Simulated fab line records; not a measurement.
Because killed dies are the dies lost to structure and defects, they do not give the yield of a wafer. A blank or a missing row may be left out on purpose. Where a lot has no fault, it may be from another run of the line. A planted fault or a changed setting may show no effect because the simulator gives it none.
fab line records	flow rit_cmos
record lots=5	wafers=23
route steps=202 shown M1@196
start_h: hours from the record's opening day to when the first of the lot's shown wafers began	wait_h: time in hours since the lot's previous step	" repeats the value in the row above	L1.1+2: one row covering several wafers at once	- either no value or no given start	* or withheld: withheld	< > ~ a bound
route shown NAME@n: NAME is a module with steps in the file, n the number in the route of the first one	usual: mean/standard deviation of fault-free wafers	same: alike in all rows	chamber/n: place in a boat	sites: readings site by site	_std_site: the standard deviation of these	_edge_site: inner sites' mean taken away from outer sites' mean	radius_mm: for every site, how far away it sits from the centre of the wafer	mask NAME#n: copy n	behind: tool/chamber where the wafer was last shaped	hold: what put the lot on hold/how long, in hours/how the hold closed	device: which transistor (n, p or np) failed to switch	end of line: tests run on the same wafers once the route is complete	for a step that has no rows: nothing shown but its recipe	killed: dies that structure and defects cost at the first sort, which is not the same as the wafer's yield	map: shows each die of a wafer: x if killed, . if not, _ if none is there
set.NAME: the setting the step ran with; set.NAME@STEP: the setting that earlier step ran with	model.NAME: the simulator's own value behind a step, which no gauge read
lots whose settings were changed on purpose; a table a step, a row a wafer
## steps
# step RIT_M1_METAL_ETCH_12
# recipe stop_on=SiO2	chemistry=Cl2/BCl3	target=Al	time_s=165	over_etch_frac=0.5	pressure_mtorr=100	target_depth_a=6000	rf_w=250	Cl2_flow_sccm=60	bcl3_flow_sccm=50
lot.wafer	tool	chamber	start_h	wait_h	set.rf_w	set.dose_mj@M1_EXPOSE_06	model.NOVOLAK_of_M1_COAT_04.thk_nm	model.M1.cd_nm
L076.1	rie_metal-03	0	67.83	0.2	250	268.3	792.8	2578
L076.2	"	1	"	"	250	250	801.3	2598
L076.3	"	1	"	"	239.1	268.3	807.1	2580
L076.5	"	1	"	"	250	268.3	794.2	2573
L076.6	"	0	"	"	239.1	250	808.8	2603
L079.1	rie_metal-01	0	83.07	0.2	250	256.2	788.4	2586
L079.3	"	0	"	"	250	250	791.2	2598
L079.4	"	1	"	"	250	256.2	800.9	2588
L079.5	"	0	"	"	250	250	790	2593
L079.6	"	1	"	"	250	256.2	800	2588
L078.1	rie_metal-03	1	83.34	0.2	232.2	250	817.9	2596
L078.2	"	0	"	"	232.2	250	816	2607
L078.3	"	0	"	"	250	250	799.3	2597
L078.5	"	1	"	"	250	250	800.3	2600
L078.6	"	0	"	"	250	250	791.5	2604
L084.2	rie_metal-01	1	111.54	0.2	250	250	791	2598
L084.4	"	1	"	"	250	250	790.4	2597
L084.5	"	1	"	"	250	250	788.1	2596
L085.1	rie_metal-03	1	116.16	0.2	250	250	799.2	2595
L085.2	"	0	"	"	250	234.9	797.8	2612
L085.3	"	0	"	"	262.4	250	782.1	2599
L085.4	"	1	"	"	250	234.9	803	2617
L085.5	"	1	"	"	262.4	234.9	780	2610
# step RIT_M1_STRIP_13
# recipe chemistry=nmp	resist=NOVOLAK	temp_c=80	time_s=600	dry=n2_spin
# step RIT_M1_STRIP_14
# recipe chemistry=O2	time_s=180	platen_temp_c=withheld	power_w=500	pressure_mtorr=4000	o2_flow_sccm=4000
# step RIT_M1_CD_MEAS_90
# recipe target_cd_nm=2600
# usual cd_nm=2600/3.2
lot.wafer	tool	chamber	start_h	wait_h	set.dose_mj@M1_EXPOSE_06	cd_nm
L076.1	cd_sem-02	-	68.34	0.1	268.3	2578
L076.2	"	-	"	"	250	2597
L076.3	"	-	"	"	268.3	2581
L076.5	"	-	"	"	268.3	2573
L076.6	"	-	"	"	250	2603
L079.1	cd_sem-01	-	83.59	0.1	256.2	2587
L079.3	"	-	"	"	250	2598
L079.4	"	-	"	"	256.2	2588
L079.5	"	-	"	"	250	2593
L079.6	"	-	"	"	256.2	2588
L078.1	cd_sem-02	-	83.88	0.1	250	2596
L078.2	"	-	"	"	250	2607
L078.3	"	-	"	"	250	2597
L078.5	"	-	"	"	250	2600
L078.6	"	-	"	"	250	2604
L084.2	cd_sem-02	-	112.19	0.1	250	2598
L084.4	"	-	"	"	250	2597
L084.5	"	-	"	"	250	2596
L085.1	cd_sem-01	-	116.68	0.1	250	2594
L085.2	"	-	"	"	234.9	2612
L085.3	"	-	"	"	250	2599
L085.4	"	-	"	"	234.9	2617
L085.5	"	-	"	"	234.9	2610
# step RIT_M1_ANNEAL_15
# recipe temp_c=450	time_s=1800	ambient=forming_gas_H2N2
# step RIT_M1_PROBE_99
# usual killed_at_contacts=0.1/0.35	killed_at_front_end=7/3.3	killed_dies=8/3.3	killed_open=3.4/1.8	killed_short=4.1/2.2
# same gross_dies=264	killed_at_M0_to_M3=0	killed_at_M4_up=0	killed_at_back_side=0	killed_at_other=0
lot.wafer	tool	chamber	start_h	wait_h	set.develop_time_s@GATE_DEVELOP_15	killed_at_contacts	killed_at_front_end	killed_dies	killed_open	killed_short	model.etest.pmos_0p3.r_on_ohm_um	model.etest.pmos_0p15.r_on_ohm_um	model.etest.pmos_turned.r_on_ohm_um	model.etest.nmos_0p3.r_on_ohm_um	model.etest.nmos_0p15.r_on_ohm_um	model.etest.nmos_0p15.drive_ua_um	model.etest.pmos_0p15.drive_ua_um
L076.1	prober-01	-	70.70	0.1	50	0	8	8	3	5	6063	2601	3225	2082	1069	490.3	274.4
L076.2	prober-01	-	70.75	0.1	43.73	0	8	8	3	5	6916	3269	3901	2282	1243	395.5	209.8
L076.3	prober-01	-	70.80	0.2	43.73	0	4	4	1	2	6784	3265	3958	2314	1300	393.4	209.3
L076.5	prober-01	-	70.90	0.2	50	0	5	5	2	3	6186	2688	3342	2112	1081	479.9	264.4
L076.6	prober-01	-	70.95	0.2	50	1	6	7	4	3	6366	2756	3440	2168	1136	470.1	254.3
L079.1	prober-01	-	85.33	0.1	50	0	8	8	3	5	6242	2669	3331	2150	1142	479.2	266.7
L079.3	prober-01	-	85.43	0.2	50	0	6	6	2	4	6164	2606	3269	2128	1102	482.1	272.5
L079.4	prober-01	-	85.48	0.2	44.14	0	6	6	4	2	6497	3014	3677	2214	1221	419.8	229.5
L079.5	prober-01	-	85.53	0.2	44.14	0	3	3	2	1	6602	3096	3776	2293	1268	405.4	224.6
L079.6	prober-01	-	85.58	0.2	44.14	0	8	8	3	4	6810	3167	3813	2313	1258	405.6	217.6
L078.1	prober-02	-	86.83	0.1	50	0	10	10	3	7	6244	2730	3431	2147	1139	476.2	259
L078.2	prober-02	-	86.88	0.1	50	0	5	5	2	3	6187	2734	3471	2126	1141	479.2	258.2
L078.3	prober-02	-	86.93	0.2	43.35	0	8	8	4	3	6902	3409	4070	2342	1353	389.4	202.8
L078.5	prober-02	-	87.03	0.2	43.35	0	13	13	6	7	6813	3265	3944	2292	1314	403.7	211.6
L078.6	prober-02	-	87.08	0.2	43.35	0	8	8	3	4	6791	3314	3984	2312	1317	389.4	207
L084.2	prober-01	-	113.96	0.1	50	1	11	12	9	3	6246	2792	3544	2149	1138	464.8	250.2
L084.4	prober-01	-	114.06	0.2	50	0	1	1	0	1	6314	2860	3608	2166	1176	448.8	244.6
L084.5	prober-01	-	114.11	0.2	50	0	10	10	3	7	6519	2968	3694	2222	1219	444.2	237.4
L085.1	prober-02	-	118.42	0.1	50	0	9	9	5	4	6295	2823	3480	2122	1096	467.8	246.1
L085.2	prober-02	-	118.47	0.1	50	0	5	5	2	3	6383	2883	3598	2162	1140	470.3	247.6
L085.3	prober-02	-	118.52	0.2	44.07	0	6	6	3	3	6770	3336	3961	2281	1278	396.2	206.9
L085.4	prober-02	-	118.57	0.2	44.07	0	10	10	2	8	6890	3382	4023	2320	1283	392.2	204.1
L085.5	prober-02	-	118.62	0.2	44.07	0	12	12	5	7	6922	3429	4058	2324	1269	385.8	200.7
# killed by level:class
L076.1 GATE:geometric_particle:short=2 GATE:geometric_particle:open=2 SILICIDE:geometric_particle:short=2 REOX:geometric_particle:short=1 REOX:geometric_particle:open=1
L076.2 GATE:geometric_particle:short=3 REOX:geometric_particle:short=2 FOX1:geometric_particle:open=1 REOX:geometric_particle:open=1 SILICIDE:geometric_particle:open=1
L076.3 FOX2:geometric_particle:short=1 FOX2:geometric_particle:open=1 REOX:geometric_particle:short=1 GATE:area_develop=1
L076.5 GATE:geometric_particle:short=2 GATE:geometric_particle:open=2 FOX1:geometric_particle:short=1
L076.6 FOX2:geometric_particle:open=2 GATE:geometric_particle:open=2 FOX1:geometric_particle:short=1 SILICIDE:geometric_particle:short=1 CONTACT:geometric_particle:short=1
L079.1 GATE:geometric_particle:short=2 SILICIDE:geometric_particle:open=2 FOX1:geometric_particle:short=1 FOX2:geometric_particle:open=1 REOX:geometric_particle:short=1 SPACER:geometric_particle:short=1
L079.3 SPACER:geometric_particle:short=2 GATE:geometric_particle:short=1 SPACER:geometric_particle:open=1 SILICIDE:geometric_particle:short=1 SILICIDE:geometric_particle:open=1
L079.4 REOX:geometric_particle:open=2 FOX1:geometric_particle:open=1 GATE:geometric_particle:short=1 SILICIDE:geometric_particle:short=1 SILICIDE:geometric_particle:open=1
L079.5 FOX1:geometric_particle:open=1 GATE:geometric_particle:short=1 GATE:geometric_particle:open=1
L079.6 GATE:geometric_particle:short=2 REOX:geometric_particle:open=2 FOX1:geometric_particle:short=1 SPACER:geometric_particle:short=1 SPACER:geometric_particle:open=1 GATE:area_develop=1
L078.1 SPACER:geometric_particle:short=4 GATE:geometric_particle:short=2 SPACER:geometric_particle:open=2 FOX1:geometric_particle:short=1 SILICIDE:geometric_particle:open=1
L078.2 GATE:geometric_particle:short=2 ACTIVE:geometric_particle:short=1 GATE:geometric_particle:open=1 SPACER:geometric_particle:open=1
L078.3 GATE:geometric_particle:short=2 SPACER:geometric_particle:open=2 FOX1:geometric_particle:open=1 REOX:geometric_particle:open=1 SPACER:geometric_particle:short=1 GATE:area_develop=1
L078.5 GATE:geometric_particle:open=4 FOX1:geometric_particle:short=3 GATE:geometric_particle:short=3 FOX1:geometric_particle:open=2 SPACER:geometric_particle:short=1
L078.6 GATE:geometric_particle:short=2 FOX1:geometric_particle:open=1 FOX1:geometric_particle:short=1 GATE:geometric_particle:open=1 SPACER:geometric_particle:short=1 SPACER:geometric_particle:open=1 GATE:area_develop=1
L084.2 GATE:geometric_particle:open=6 GATE:geometric_particle:short=2 REOX:geometric_particle:open=2 SPACER:geometric_particle:open=1 CONTACT:geometric_particle:short=1
L084.4 FOX2:geometric_particle:short=1
L084.5 GATE:geometric_particle:short=5 FOX1:geometric_particle:open=1 FOX2:geometric_particle:open=1 GATE:geometric_particle:open=1 REOX:geometric_particle:short=1 SPACER:geometric_particle:short=1
L085.1 REOX:geometric_particle:short=2 REOX:geometric_particle:open=2 FOX2:geometric_particle:open=1 SPACER:geometric_particle:open=1 SPACER:geometric_particle:short=1 SILICIDE:geometric_particle:short=1 SILICIDE:geometric_particle:open=1
L085.2 SPACER:geometric_particle:short=2 FOX1:geometric_particle:short=1 FOX2:geometric_particle:open=1 GATE:geometric_particle:open=1
L085.3 GATE:geometric_particle:short=3 GATE:geometric_particle:open=2 REOX:geometric_particle:open=1
L085.4 GATE:geometric_particle:short=4 FOX1:geometric_particle:short=2 FOX1:geometric_particle:open=2 SPACER:geometric_particle:short=1 SILICIDE:geometric_particle:short=1
L085.5 GATE:geometric_particle:open=2 GATE:geometric_particle:short=2 REOX:geometric_particle:short=2 SPACER:geometric_particle:short=2 FOX1:geometric_particle:short=1 FOX2:geometric_particle:open=1 REOX:geometric_particle:open=1 SPACER:geometric_particle:open=1
## key
split step=RIT_M1_METAL_ETCH_12	setting=rf_w	stated=250	by=wafer
response step=RIT_M1_METAL_ETCH_12	reading=model.NOVOLAK_of_M1_COAT_04.thk_nm	change=-3.05	per=1%	r=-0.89
split outside_this_file step=RIT_GATE_DEVELOP_15 setting=develop_time_s
split outside_this_file step=RIT_M1_EXPOSE_06 setting=dose_mj
# split outside_this_file: this setting was split too, and the file shows its column; the key of that split is in another file
